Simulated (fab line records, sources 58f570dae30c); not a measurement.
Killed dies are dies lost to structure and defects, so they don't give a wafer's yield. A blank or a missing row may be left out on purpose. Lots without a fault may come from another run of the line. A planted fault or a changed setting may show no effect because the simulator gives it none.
Which tool did it? | flow berkeley_cmos170 | 14 lots, 42 wafers sampled, at 5 steps of a route of 331

WHAT THE GAUGES READ, wafer by wafer
UCB170_NWELL_TW_MEAS_16. Usual: NWELL_TW 1256, standard deviation 7.1.
lot  | measured    | on            | NWELL_TW       | flag
L576 | day 2 12:46 | film_metro-04 | 1259 1265 1261 |
L579 | day 3 00:37 | film_metro-03 | 1244 1242 1247 |
L580 | day 3 03:53 | film_metro-03 | 1250 1245 1246 |
L581 | day 3 11:49 | film_metro-03 | 1250 1242 1252 |
L582 | day 3 18:56 | film_metro-04 | 1268 1258 1256 |
L584 | day 4 01:23 | film_metro-04 | 1261 1263 1263 |
L587 | day 4 18:18 | film_metro-03 | 1322 1318 1320 | OFF
L590 | day 5 09:10 | film_metro-03 | 1251 1245 1260 |
L592 | day 5 16:17 | film_metro-04 | 1314 1318 1317 | OFF
L593 | day 5 19:28 | film_metro-04 | 1262 1262 1257 |
L594 | day 6 03:31 | film_metro-03 | 1259 1262 1263 |
L596 | day 6 11:58 | film_metro-04 | 1253 1258 1262 |
L597 | day 6 17:43 | film_metro-03 | 1259 1256 1261 |
L599 | day 6 23:53 | film_metro-04 | 1261 1262 1259 |

UCB170_PWELL_TW_MEAS_17. Usual: PWELL_TW 382.4, standard deviation 1.9.
lot  | measured    | on            | PWELL_TW          | flag
L576 | day 3 09:49 | film_metro-01 | 380.4 380.2 381.4 |
L579 | day 3 20:21 | film_metro-04 | 383.0 382.8 383.7 |
L580 | day 3 20:11 | film_metro-03 | 379.4 381.6 380.7 |
L581 | day 4 06:58 | film_metro-04 | 382.0 385.7 383.1 |
L582 | day 4 14:26 | film_metro-04 | 384.3 381.5 385.4 |
L584 | day 4 21:58 | film_metro-03 | 383.9 383.2 383.2 |
L587 | day 5 10:28 | film_metro-01 | 381.5 381.4 382.8 |
L590 | day 6 05:47 | film_metro-04 | 381.7 384.4 383.2 |
L592 | day 6 10:09 | film_metro-04 | 384.7 382.5 381.8 |
L593 | day 6 10:07 | film_metro-03 | 382.7 384.5 381.8 |
L594 | day 6 21:56 | film_metro-03 | 383.0 381.2 381.7 |
L596 | day 7 09:04 | film_metro-01 | 380.3 382.3 380.3 |
L597 | day 7 10:25 | film_metro-01 | 380.2 377.9 379.2 |
L599 | day 7 17:40 | film_metro-03 | 381.6 381.8 380.4 |

UCB170_ACTIVE_CD_MEAS_13: target cd 1200 nm. Usual: cd_nm 1199.3 nm, standard deviation 1.3.
lot  | measured    | on        | cd_nm (nm)           | flag
L576 | day 4 15:29 | cd_sem-01 | 1197.6 1199.1 1199.1 |
L579 | day 4 23:04 | cd_sem-02 | 1202.1 1202.5 1200.6 |
L580 | day 4 23:13 | cd_sem-01 | 1199.3 1198.2 1197.0 |
L581 | day 5 11:07 | cd_sem-02 | 1201.0 1200.2 1199.4 |
L582 | day 5 17:12 | cd_sem-02 | 1198.8 1197.3 1197.8 |
L584 | day 6 03:26 | cd_sem-01 | 1200.9 1200.4 1201.0 |
L587 | day 6 15:26 | cd_sem-01 | 1198.4 1200.2 1198.8 |
L590 | day 7 10:44 | cd_sem-02 | 1199.4 1197.7 1198.7 |
L592 | day 7 15:50 | cd_sem-01 | 1199.2 1200.2 1198.7 |
L593 | day 7 15:26 | cd_sem-02 | 1198.1 1198.7 1197.4 |
L594 | day 8 00:37 | cd_sem-01 | 1197.0 1197.8 1197.6 |
L596 | day 8 10:29 | cd_sem-01 | 1201.0 1200.8 1202.1 |
L597 | day 8 16:16 | cd_sem-02 | 1200.5 1200.6 1199.3 |
L599 | day 8 21:23 | cd_sem-02 | 1199.4 1200.3 1197.9 |

WHICH TOOL RAN EACH LOT (tool, then ch and the chambers of the sampled wafers, then the start)
lot  | UCB170_NWELL_ETCH_13              | UCB170_NWELL_IMPLANT_14
L576 | rie_diel-01 ch 0,1, day 2 12:23   | implanter-03 ch 0, day 2 12:31
L579 | rie_diel-04 ch 2,3, day 3 00:15   | implanter-04 ch 0, day 3 00:23
L580 | rie_diel-04 ch 1,2,3, day 3 03:32 | implanter-03 ch 0, day 3 03:38
L581 | rie_diel-01 ch 2,3, day 3 11:27   | implanter-01 ch 0, day 3 11:34
L582 | rie_diel-01 ch 0,1,3, day 3 18:34 | implanter-04 ch 0, day 3 18:44
L584 | rie_diel-01 ch 1,2,3, day 4 01:02 | implanter-01 ch 0, day 4 01:10
L587 | rie_diel-02 ch 0,1,2, day 4 17:57 | implanter-01 ch 0, day 4 18:03
L590 | rie_diel-01 ch 0,3, day 5 08:47   | implanter-03 ch 0, day 5 08:56
L592 | rie_diel-02 ch 0,3, day 5 15:56   | implanter-01 ch 0, day 5 16:02
L593 | rie_diel-02 ch 1,2, day 5 19:05   | implanter-04 ch 0, day 5 19:14
L594 | rie_diel-02 ch 0,1,3, day 6 03:10 | implanter-03 ch 0, day 6 03:16
L596 | rie_diel-02 ch 2,3, day 6 11:35   | implanter-03 ch 0, day 6 11:46
L597 | rie_diel-02 ch 0,1, day 6 17:21   | implanter-03 ch 0, day 6 17:29
L599 | rie_diel-02 ch 0,1,2, day 6 23:32 | implanter-04 ch 0, day 6 23:38
- UCB170_NWELL_ETCH_13: etches Si3N4 in CH3F/Ar/O2, stops on SiO2, target depth 246.4 nm, time 154 s.
- UCB170_NWELL_IMPLANT_14

WHAT THE TOOLS THEMSELVES READ (means of the sampled wafers that have a number; where no wafer has one, the mark that the record gives instead)
UCB170_NWELL_ETCH_13. Usual: drypump_motor_current_A 5.6 A, standard deviation 0.4; oes_product_au 0.940 a.u., standard deviation 0.012; throttle_valve_pct 8.03 %, standard deviation 0.097.
lot  | tool        | drypump_motor_current_A (A) | oes_product_au (a.u.) | throttle_valve_pct (%) | flag
L576 | rie_diel-01 | 5.9                         | 0.940                 | 8.04                   |
L579 | rie_diel-04 | 5.9                         | 0.957                 | 8.00                   |
L580 | rie_diel-04 | 6.0                         | 0.960                 | 7.92                   |
L581 | rie_diel-01 | 5.2                         | 0.943                 | 7.97                   |
L582 | rie_diel-01 | 5.7                         | 0.949                 | 7.99                   |
L584 | rie_diel-01 | 5.5                         | 0.945                 | 8.00                   |
L587 | rie_diel-02 | 5.6                         | 0.940                 | 8.10                   |
L590 | rie_diel-01 | 5.6                         | 0.930                 | 7.96                   |
L592 | rie_diel-02 | 5.4                         | 0.936                 | 8.11                   |
L593 | rie_diel-02 | 5.9                         | 0.933                 | 8.04                   |
L594 | rie_diel-02 | 5.4                         | 0.933                 | 8.14                   |
L596 | rie_diel-02 | 5.9                         | 0.930                 | 8.02                   |
L597 | rie_diel-02 | 5.5                         | 0.934                 | 8.17                   |
L599 | rie_diel-02 | 5.6                         | 0.938                 | 8.09                   |

UCB170_NWELL_IMPLANT_14. Usual: dose_ions_cm2 1e+13, standard deviation 1.2e+10; faraday_current_uA 31.6, standard deviation 0.66.
lot  | tool         | dose_ions_cm2 | faraday_current_uA | flag
L576 | implanter-03 | 1e+13         | 31.5               |
L579 | implanter-04 | 1e+13         | 31.3               |
L580 | implanter-03 | 1e+13         | 30.8               |
L581 | implanter-01 | 1e+13         | 32.3               |
L582 | implanter-04 | 1e+13         | 31.9               |
L584 | implanter-01 | 1e+13         | 32.0               |
L587 | implanter-01 | 1e+13         | 36.3               | OFF
L590 | implanter-03 | 1e+13         | 32.0               |
L592 | implanter-01 | 1e+13         | 36.6               | OFF
L593 | implanter-04 | 1e+13         | 31.9               |
L594 | implanter-03 | 1e+13         | 31.7               |
L596 | implanter-03 | 1e+13         | 31.1               |
L597 | implanter-03 | 1e+13         | 31.6               |
L599 | implanter-04 | 1e+13         | 31.6               |

THE ANSWER, worked out from the rows above alone
Rule: a lot is off if the mean of its wafers that have a number lies more than 3 standard deviations from the usual mean. A lot without any number at a reading at which 4 lots or more have one is off too. The other lots that the step has rows for count as sound. The gauges are gone through in route order, then the tools' own readings, and for those a lot's mean is taken as printed above. The first step at which some lot is off is used, and at that step the reading that is off furthest; a lot without a number counts as furthest.
Off: L587, L592, at UCB170_NWELL_TW_MEAS_16 (NWELL_TW).
A tool fits if, at a process step before that reading, it ran every lot that is off, and no sound lot after the first of them. The gauges at UCB170_NWELL_TW_MEAS_16 aren't tried: what is off there is off at UCB170_NWELL_IMPLANT_14 too, on other tools, and a gauge's error can't cause that. One fits: implanter-01 at UCB170_NWELL_IMPLANT_14. Its last sound lot is L584 (day 4 01:10), its first lot that is off L587 (day 4 18:03): a fault that began between those two fits.
The tool's own readings at UCB170_NWELL_IMPLANT_14 bear it out: on the lots that are off they differ by more than 5 times the standard deviation of the sound lots' means. faraday_current_uA reads 36.5 there against 31.6 on the sound lots.

WHAT THE SIMULATOR HAD PUT IN
Process parameter drift: implanter-01, from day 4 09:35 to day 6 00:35, at UCB170_NWELL_IMPLANT_14. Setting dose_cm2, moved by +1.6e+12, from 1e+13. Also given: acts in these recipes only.
Lots struck among those shown: L587, L592. The rule above found the same.
